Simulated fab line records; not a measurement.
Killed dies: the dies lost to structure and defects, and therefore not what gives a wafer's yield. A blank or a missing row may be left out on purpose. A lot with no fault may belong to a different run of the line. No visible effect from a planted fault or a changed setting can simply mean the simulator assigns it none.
Which tool was responsible? -- flow rit cmos -- 15 lots, 45 wafers sampled, at 4 steps of a route of 202

== WHAT THE GAUGES SHOWED, per wafer ==
RIT_WELLDRIVE_RS_MEAS_02: measurement is done with a four-point probe. Usual: for PWELL_RS the level is 426.9 ohm/sq and the standard deviation is 1.4.
lot,measured,on,PWELL_RS (ohm/sq),flag
L653,day 2 14:34,film metro-04,426.2 426.9 425.8,
L656,day 3 03:52,film metro-03,427.6 427.8 427.2,
L661,day 4 03:42,film metro-02,427.5 428.9 428.3,
L662,day 4 12:59,film metro-02,427.0 428.3 429.5,
L663,day 4 16:30,film metro-03,427.3 426.8 428.3,
L666,day 5 05:06,film metro-02,424.9 425.1 425.1,
L667,day 5 10:12,film metro-02,424.4 424.8 425.0,
L668,day 5 13:31,film metro-03,427.5 428.0 426.6,
L669,day 5 21:16,film metro-03,427.8 428.0 427.6,
L670,day 6 03:29,film metro-04,425.5 425.2 424.9,
L671,day 6 11:58,film metro-02,428.1 427.3 428.8,
L672,day 6 15:47,film metro-04,425.9 425.9 424.6,
L673,day 6 18:19,film metro-02,427.6 427.5 428.2,
L674,day 6 20:08,film metro-04,429.1 429.4 428.7,
L675,day 7 02:16,film metro-03,427.9 426.1 427.3,

RIT_REOX_THK_MEAS_04. Usual: for REOX_OXIDE_THK the level is 25.2 nm and the standard deviation is 0.51.
lot,measured,on,REOX_OXIDE_THK (nm),flag
L653,day 3 04:07,film metro-04,25.0 25.4 25.2,
L656,day 3 21:37,film metro-03,25.2 25.4 25.5,
L661,day 4 18:47,film metro-02,24.6 25.5 25.2,
L662,day 5 02:05,film metro-04,25.4 25.4 25.5,
L663,day 5 04:38,film metro-02,24.6 24.6 24.7,
L666,day 5 20:59,film metro-02,25.6 25.1 25.0,
L667,day 6 05:34,film metro-04,25.3 25.1 24.7,
L668,day 6 08:11,film metro-04,25.7 25.8 25.4,
L669,day 6 10:56,film metro-02,25.5 25.5 25.5,
L670,day 6 18:12,film metro-03,25.4 25.3 25.4,
L671,day 7 10:43,film metro-04,25.6 24.5 24.9,
L672,day 7 16:29,film metro-02,24.5 24.8 24.6,
L673,day 7 16:29,film metro-04,24.6 24.8 24.7,
L674,day 7 16:29,film metro-03,24.2 24.3 24.0,
L675,day 8 03:08,film metro-04,24.8 25.1 25.2,

== TOOL THAT RAN EACH LOT (tool first, then ch and the chambers of the sampled wafers, then the start) ==
lot,RIT_NWELL_EXPOSE_03,RIT_PWELL_STRIP_09
L653,"iline stepper-02 ch 0, day 2 05:43","plasma asher-01 ch 0,1, day 2 08:12"
L656,"iline stepper-02 ch 0, day 2 18:40","plasma asher-03 ch 0,1, day 2 21:06"
L661,"iline stepper-02, day 3 18:53","plasma asher-01 ch 0,1, day 3 21:26"
L662,"iline stepper-01, day 4 04:46","plasma asher-01 ch 0,1, day 4 07:32"
L663,"iline stepper-01, day 4 06:15","plasma asher-02 ch 0, day 4 08:41"
L666,"iline stepper-01 ch 0, day 4 20:44","plasma asher-03 ch 1, day 4 23:16"
L667,"iline stepper-01 ch 0, day 5 01:08","plasma asher-02 ch 0,1, day 5 03:44"
L668,"iline stepper-02 ch 0, day 5 05:32","plasma asher-01 ch 0,1, day 5 08:05"
L669,"iline stepper-01 ch 0, day 5 10:53","plasma asher-02 ch 0,1, day 5 13:49"
L670,"iline stepper-01 ch 0, day 5 16:11","plasma asher-03 ch 0,1, day 5 18:36"
L671,"iline stepper-02 ch 0, day 6 03:31","plasma asher-02 ch 0,1, day 6 06:11"
L672,"iline stepper-02 ch 0, day 6 05:48","plasma asher-03 ch 0,1, day 6 08:23"
L673,"iline stepper-02 ch 0, day 6 08:14","plasma asher-02 ch 0,1, day 6 10:38"
L674,"iline stepper-01 ch 0, day 6 12:10","plasma asher-01 ch 1, day 6 14:40"
L675,"iline stepper-02 ch 0, day 6 16:15","plasma asher-02 ch 0,1, day 6 18:46"
- RIT_NWELL_EXPOSE_03: exposes mask M2, target cd 43900 nm.
- RIT_PWELL_STRIP_09: strips in O2, time 180 s.

== WHAT THE TOOLS THEMSELVES READ (means of the sampled wafers that have a number; where no wafer has one, the mark that the record gives instead) ==
RIT_NWELL_EXPOSE_03. Usual: exposure dose mJ cm2 249.97, standard deviation 0.26; focus offset nm 0.2 nm, standard deviation 0.55.
lot,tool,exposure dose mJ cm2,focus offset nm (nm),flag
L653,iline stepper-02,249.86,1.2,
L656,iline stepper-02,249.93,0.4,
L661,iline stepper-02,-,-,OFF
L662,iline stepper-01,-,-,OFF
L663,iline stepper-01,-,-,OFF
L666,iline stepper-01,250.00,0.0,
L667,iline stepper-01,249.70,-0.1,
L668,iline stepper-02,249.85,-0.3,
L669,iline stepper-01,249.90,0.2,
L670,iline stepper-01,250.01,-0.4,
L671,iline stepper-02,250.18,0.3,
L672,iline stepper-02,249.93,0.2,
L673,iline stepper-02,250.35,0.7,
L674,iline stepper-01,250.16,1.4,
L675,iline stepper-02,249.35,0.0,

RIT_PWELL_STRIP_09. Usual: chamber pressure mTorr 4000 mTorr, standard deviation 3.6; drypump motor current A 5.6 A, standard deviation 0.55.
lot,tool,chamber pressure mTorr (mTorr),drypump motor current A (A),flag
L653,plasma asher-01,4003,5.1,
L656,plasma asher-03,4000,5.8,
L661,plasma asher-01,3996,5.1,
L662,plasma asher-01,4000,5.2,
L663,plasma asher-02,4001,6.4,
L666,plasma asher-03,4003,5.7,
L667,plasma asher-02,3997,5.6,
L668,plasma asher-01,4000,5.1,
L669,plasma asher-02,4000,6.0,
L670,plasma asher-03,3999,5.8,
L671,plasma asher-02,3997,5.6,
L672,plasma asher-03,4004,5.8,
L673,plasma asher-02,4001,6.0,
L674,plasma asher-01,4000,5.2,
L675,plasma asher-02,4000,5.6,

== THE ANSWER, worked out from the rows above alone ==
Rule: a lot is off if the mean of its wafers that have a number lies more than 3 standard deviations from the usual mean. Also off: a lot with no number at a reading for which 4 or more lots have one. Any other lot the step has rows for is counted as sound. The gauges are gone through in route order, then the tools' own readings, and for those a lot's mean is taken as printed above. At the first step where some lot is off, the reading lying furthest off is the one used; lots without a number count as furthest.
Off: L661, L662, L663 (RIT_NWELL_EXPOSE_03, exposure dose mJ cm2). Without a number there: L661, L662, L663.
A tool fits if, at that step or a process step before it, it ran every lot that is off, and no sound lot after the first of them. No candidate that was tried fits.

== WHAT THE SIMULATOR PUT IN ==
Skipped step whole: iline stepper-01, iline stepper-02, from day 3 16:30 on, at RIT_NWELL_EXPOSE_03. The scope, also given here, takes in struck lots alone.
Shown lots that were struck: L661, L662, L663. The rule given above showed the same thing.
